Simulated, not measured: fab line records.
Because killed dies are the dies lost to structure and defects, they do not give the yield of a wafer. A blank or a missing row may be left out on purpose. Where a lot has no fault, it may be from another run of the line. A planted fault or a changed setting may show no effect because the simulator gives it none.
Matching of chambers | flow rit cmos | RIT_CONTACT_CVD_00 on pecvd-01 has 3 sister chambers
The step deposits SiO2 from TEOS, target thk 400 nm, time 61 s. 6 wafers are shown with their chamber, then 7 later ones without.

## WAFERS, EACH WITH ITS CHAMBER
wafer  | chamber | run length s (s) | heater power w (W)
L834.6 | 1       | 89.4             | 295
L840.2 | 0       | 88.6             | 291
L840.3 | 2       | 88.6             | 372
L840.6 | 2       | 89.2             | 282
L843.4 | 1       | 89.5             | 261
L843.5 | 0       | 88.4             | 254

## WAFERS MISSING THEIR CHAMBER
wafer  | run length s (s) | heater power w (W)
L843.6 | 89.2             | 375
L846.1 | 88.8             | 289
L846.3 | 88.6             | 296
L846.6 | 89.5             | 288
L849.1 | 88.9             | 293
L849.4 | 88.9             | 271
L849.5 | 90.0             | 283

## WHICH CHAMBER EACH ONE RAN IN
wafer  | from the rows above          | in truth
L843.6 | can't be placed: 2 or 1      | 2
L846.1 | can't be placed: 2 or 0 or 1 | 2
L846.3 | can't be placed: 0 or 2      | 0
L846.6 | 1                            | 1
L849.1 | can't be placed: 2 or 0 or 1 | 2
L849.4 | can't be placed: 2 or 0 or 1 | 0
L849.5 | 1                            | 1
Correct placement for 2 of the 7. These rows do not allow placing 5 (true chamber among the candidates in 5). Placed wrongly: 0.
How it was worked out, from the rows above alone: a wafer's distance from a chamber is the root of the sum, over the readings, of the square of ((its reading less the chamber's mean) divided by the reading's scatter). The wafer belongs to the nearest chamber; if the next one is less than 2 further off, it can't be placed. The mean given for a chamber averages the wafers shown for that chamber. The scatter: the root of (the sum of the squares of (reading less its chamber's mean) over the shown wafers, divided by (wafers less chambers)).
